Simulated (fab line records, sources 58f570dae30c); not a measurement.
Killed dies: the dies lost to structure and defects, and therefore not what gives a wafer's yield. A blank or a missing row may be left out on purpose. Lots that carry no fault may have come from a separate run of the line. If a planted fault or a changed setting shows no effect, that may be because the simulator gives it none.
fab line records + flow berkeley_cmos170
[record]
- lots = 15
- wafers = 45
- last_day = 12
route steps=331 shown PFIELD@86
lots that met no fault: from a run of the same line without faults
start_h: hours from the record's opening day to when the first of the lot's shown wafers began + wait_h: hours since the lot's step before + " the same as in the row above + L1.1+2: a row that stands for several wafers + - no value, or no start was given + * or withheld: withheld + < > ~ a bound
route shown NAME@n: a module of which the file shows steps, and the number in the route of the first + usual: mean/standard deviation taken from wafers without a fault + same: alike in all rows + chamber/n: place in a boat + sites: per-site readings + _std_site: how widely they spread, as a standard deviation + _edge_site: mean of outer sites minus mean of inner sites + radius_mm: for every site, how far away it sits from the centre of the wafer + mask NAME#n: copy n + behind: the last tool/chamber to shape the wafer + hold: the reason the lot was held/the length of the hold in hours/how it ended + device: the transistor (n, p or np) that didn't switch + end of line: the same wafers' tests at the end of the route + a step with no rows: only its recipe + killed: dies lost to structure and defects at the first sort, not the wafer's yield + map: a wafer's dies, x killed, . not, _ none there
set.NAME: the run value of the setting; set.NAME@STEP: its run value at that earlier step + model.NAME: the simulator's own value behind a step, which no gauge read
a sample of lots followed through the steps of the route, with each step as a table and each wafer as a row
services: from which hour (start_h, from the record's first day; less than 0 if before it) a tool's chamber was out of use, for how many hours, and why
[[steps]]
[step UCB170_PFIELD_IMPLANT_07]
[recipe]
- species = B
- dose_cm2 = 2e+13
- energy_kev = 80
- tilt_deg = 7
[usual]
- tilt_deg = 7.001/0.019
| lot.wafer | tool         | chamber | start_h | wait_h | tilt_deg |
|-----------|--------------|---------|---------|--------|----------|
| L597.1    | implanter-02 | 0       | 80.59   | 0.0    | 7.029    |
| L597.2    | "            | 0       | "       | "      | 7.010    |
| L597.4    | "            | 0       | "       | "      | 7.003    |
| L596.2    | implanter-03 | 0       | 80.86   | 0.0    | 6.977    |
| L596.3    | "            | 0       | "       | "      | 6.978    |
| L596.4    | "            | 0       | "       | "      | 6.935    |
| L598.2    | implanter-03 | 0       | 92.93   | 0.0    | 7.016    |
| L598.5    | "            | 0       | "       | "      | 7.028    |
| L598.6    | "            | 0       | "       | "      | 7.024    |
| L599.2    | implanter-03 | 0       | 98.37   | 0.0    | 7.015    |
| L599.3    | "            | 0       | "       | "      | 7.003    |
| L599.4    | "            | 0       | "       | "      | 7.020    |
| L600.1    | implanter-04 | 0       | 109.45  | 0.0    | 6.969    |
| L600.3    | "            | 0       | "       | "      | 6.986    |
| L600.6    | "            | 0       | "       | "      | 6.975    |
| L602.3    | implanter-03 | 0       | 118.11  | 0.1    | 7.003    |
| L602.5    | "            | 0       | "       | "      | 7.019    |
| L602.6    | "            | 0       | "       | "      | 7.026    |
| L604.2    | implanter-02 | 0       | 127.33  | 0.0    | 7.034    |
| L604.5    | "            | 0       | "       | "      | 7.008    |
| L604.6    | "            | 0       | "       | "      | 7.024    |
| L606.1    | implanter-02 | 0       | 132.47  | 0.0    | 6.977    |
| L606.3    | "            | 0       | "       | "      | 6.995    |
| L606.4    | "            | 0       | "       | "      | 7.011    |
| L610.1    | implanter-02 | 0       | 148.76  | 0.0    | 4.052    |
| L610.5    | "            | 0       | "       | "      | 4.049    |
| L610.6    | "            | 0       | "       | "      | 4.049    |
| L608.4    | implanter-03 | 0       | 149.42  | 0.1    | 6.992    |
| L608.5    | "            | 0       | "       | "      | 6.990    |
| L608.6    | "            | 0       | "       | "      | 6.999    |
| L614.4    | implanter-02 | 0       | 164.21  | 0.1    | 4.077    |
| L614.5    | "            | 0       | "       | "      | 4.088    |
| L614.6    | "            | 0       | "       | "      | 4.076    |
| L612.2    | implanter-02 | 0       | 164.41  | 0.0    | 4.034    |
| L612.3    | "            | 0       | "       | "      | 4.082    |
| L612.4    | "            | 0       | "       | "      | 4.063    |
| L618.1    | implanter-04 | 0       | 183.98  | 0.0    | 6.976    |
| L618.2    | "            | 0       | "       | "      | 6.989    |
| L618.6    | "            | 0       | "       | "      | 6.964    |
| L617.3    | implanter-03 | 0       | 184.15  | 0.1    | 7.012    |
| L617.4    | "            | 0       | "       | "      | 6.994    |
| L617.6    | "            | 0       | "       | "      | 7.011    |
| L619.2    | implanter-04 | 0       | 192.53  | 0.0    | 6.995    |
| L619.5    | "            | 0       | "       | "      | 7.008    |
| L619.6    | "            | 0       | "       | "      | 6.987    |
[[services]]
| tool         | chamber | start_h | hours | kind   |
|--------------|---------|---------|-------|--------|
| implanter-04 | -       | 57.12   | 35.3  | pm     |
| implanter-02 | -       | 87.55   | 3.2   | pm     |
| implanter-04 | -       | 92.44   | 5.0   | pm     |
| implanter-03 | -       | 180.00  | 2.7   | repair |
[[key]]
[first_sign]
- step = UCB170_PFIELD_IMPLANT_07
- reading = tilt_deg
- direction = down
- sigmas = 99+
- usual = 7.001
- struck = 4.063
effect none on later readings
met_at UCB170_PFIELD_IMPLANT_07
struck_lots L610,L612,L614
tester_left_out L610,L612,L614
onset_between 132.47 148.76
[fault]
- kind = process_parameter_drift
- tool = implanter-02
- chamber = -
- onset_h = 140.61
- steps = UCB170_PFIELD_IMPLANT_07
- channel = tilt_deg
- offset = -2.9279
- shape = step
- end_h = 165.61
- acts_in = these_recipes_only
- stated = 7
// tester_left_out: of these lots the tester's yield and bins aren't shown, on N5 and GAA mostly nor the transistor test; their killed dies are dies lost to structure and defects alone, not to doping, threshold or leakage, so they don't give the yield
